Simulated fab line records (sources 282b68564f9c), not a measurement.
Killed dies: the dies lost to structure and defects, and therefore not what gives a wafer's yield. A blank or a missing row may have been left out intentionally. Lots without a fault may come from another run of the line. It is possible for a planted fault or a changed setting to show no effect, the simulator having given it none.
fab line records    flow ritCmos
[record] lots = 14  wafers = 42  lastDay = 7
route steps=202 shown CONTACT@168
lots with no fault: from the same line, run without faults
startH: the number of hours between the record's first day and the start of the first shown wafer of the lot    waitH: how many hours have passed since the lot's step before this one    " repeats the value in the row above    L1.1+2: a row that stands for several wafers    - value missing, or start not given    * or withheld: withheld    < > ~ a bound
route shown NAME@n: names a module that has steps shown in the file, with the first one's number in the route    usual: mean/standard deviation taken from wafers without a fault    same: alike in all rows    chamber/n: place in a boat    sites: each site's reading    _std_site: how widely they spread, as a standard deviation    _edge_site: the outer-site mean with the inner-site mean subtracted    radiusMm: for every site, how far away it sits from the centre of the wafer    mask NAME#n: copy n    behind: tool/chamber where the wafer was last shaped    hold: the reason the lot was held/the length of the hold in hours/how it ended    device: transistor that didn't switch, given as n, p or np    end of line: the tests these same wafers got at the end of their route    a step without rows: its recipe alone    killed: the dies lost at the first sort to structure and to defects; this is not the yield of the wafer    map: dies across one wafer; x = killed, . = not, _ = none there
set.NAME: the run value of the setting; set.NAME@STEP: its run value at that earlier step    model.NAME: the simulator's own value behind a step, which no gauge read
a sample of lots followed through the steps of the route, with each step as a table and each wafer as a row
services: from which hour (startH, from the record's first day; less than 0 if before it) a tool's chamber was out of use, for how many hours, and why
[[steps]]
[step RIT_CONTACT_CVD_00]
[recipe] material = SiO2  targetThkNm = 400  precursor = TEOS  tempC = 390  timeS = 61  rfW = 400
[usual] heaterPowerW = 321/43
lot.wafer  tool      chamber  startH  waitH  heaterPowerW
L540.4     pecvd-04  2        56.03   0.0    316
L540.5     "         1        "       "      356
L540.6     "         0        "       "      282
L542.3     pecvd-01  1        66.80   0.0    329
L542.4     "         2        "       "      338
L542.5     "         1        "       "      243
L543.1     pecvd-04  1        70.76   0.1    261
L543.4     "         0        "       "      317
L543.6     "         1        "       "      276
L544.2     pecvd-03  0        74.96   0.0    318
L544.4     "         0        "       "      333
L544.5     "         2        "       "      410
L545.1     pecvd-01  2        79.60   0.1    315
L545.2     "         0        "       "      245
L545.6     "         2        "       "      319
L546.2     pecvd-04  0        85.71   0.1    311
L546.4     "         2        "       "      286
L546.5     "         0        "       "      321
L547.3     pecvd-03  0        91.55   0.0    303
L547.5     "         2        "       "      402
L547.6     "         1        "       "      365
L552.2     pecvd-04  0        115.39  0.0    326
L552.3     "         2        "       "      331
L552.6     "         1        "       "      277
L553.3     pecvd-03  1        120.96  0.0    397
L553.5     "         0        "       "      330
L553.6     "         1        "       "      402
L555.3     pecvd-04  1        130.57  0.1    329
L555.4     "         2        "       "      275
L555.6     "         2        "       "      300
L557.3     pecvd-01  0        140.38  0.0    319
L557.5     "         1        "       "      246
L557.6     "         0        "       "      325
L559.2     pecvd-03  1        151.02  0.0    381
L559.3     "         0        "       "      276
L559.5     "         0        "       "      289
L560.2     pecvd-01  0        155.14  0.0    310
L560.3     "         2        "       "      274
L560.6     "         1        "       "      239
L562.1     pecvd-03  1        164.57  0.1    380
L562.2     "         2        "       "      383
L562.3     "         0        "       "      360
[step RIT_CONTACT_THK_MEAS_01]
[recipe] reads = SiO2_of_CONTACT_CVD_00
[usual] CONTACT_TEOS_THK = 398/5.2
lot.wafer  tool          chamber  startH  waitH  CONTACT_TEOS_THK[nm]
L540.4     filmMetro-02  -        56.08   0.0    399
L540.5     "             -        "       "      403
L540.6     "             -        "       "      402
L542.3     filmMetro-04  -        66.87   0.0    402
L542.4     "             -        "       "      400
L542.5     "             -        "       "      407
L543.1     filmMetro-03  -        70.81   0.0    395
L543.4     "             -        "       "      402
L543.6     "             -        "       "      404
L544.2     filmMetro-03  -        75.02   0.0    399
L544.4     "             -        "       "      407
L544.5     "             -        "       "      400
L545.1     filmMetro-02  -        79.65   0.0    388
L545.2     "             -        "       "      393
L545.6     "             -        "       "      399
L546.2     filmMetro-02  -        85.77   0.0    403
L546.4     "             -        "       "      405
L546.5     "             -        "       "      404
L547.3     filmMetro-02  -        91.62   0.0    397
L547.5     "             -        "       "      396
L547.6     "             -        "       "      397
L552.2     filmMetro-02  -        115.45  0.0    398
L552.3     "             -        "       "      395
L552.6     "             -        "       "      306
L553.3     filmMetro-04  -        121.03  0.0    394
L553.5     "             -        "       "      407
L553.6     "             -        "       "      401
L555.3     filmMetro-02  -        130.64  0.0    294
L555.4     "             -        "       "      394
L555.6     "             -        "       "      397
L557.3     filmMetro-02  -        140.45  0.0    406
L557.5     "             -        "       "      409
L557.6     "             -        "       "      406
L559.2     filmMetro-03  -        151.08  0.0    394
L559.3     "             -        "       "      393
L559.5     "             -        "       "      398
L560.2     filmMetro-02  -        155.20  0.0    405
L560.3     "             -        "       "      398
L560.6     "             -        "       "      408
L562.1     filmMetro-02  -        164.62  0.0    397
L562.2     "             -        "       "      390
L562.3     "             -        "       "      396
[[services]]
tool      chamber  startH  hours  kind
pecvd-04  -        54.49   0.5    repair
pecvd-04  0        120.28  13.7   repair
pecvd-01  2        121.96  3.6    repair
[[key]]
[firstSign] step = RIT_CONTACT_THK_MEAS_01  reading = CONTACT_TEOS_THK  direction = down  sigmas = 19  usual = 398  struck = 300
effect none on later readings
metAt RIT_CONTACT_CVD_00
struckLots L552,L555
struckWafers L552.6,L555.3
testerLeftOut L552,L555
onsetBetween 70.76 115.39
[fault] kind = processParameterDrift  tool = pecvd-04  chamber = 1  onsetH = 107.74  steps = RIT_CONTACT_CVD_00  channel = targetThkNm  offset = -96.086  shape = step  endH = 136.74  stated = 400
// testerLeftOut: of these lots the tester's yield and bins aren't shown, on N5 and GAA mostly nor the transistor test; their killed dies are dies lost to structure and defects alone, not to doping, threshold or leakage, so they don't give the yield
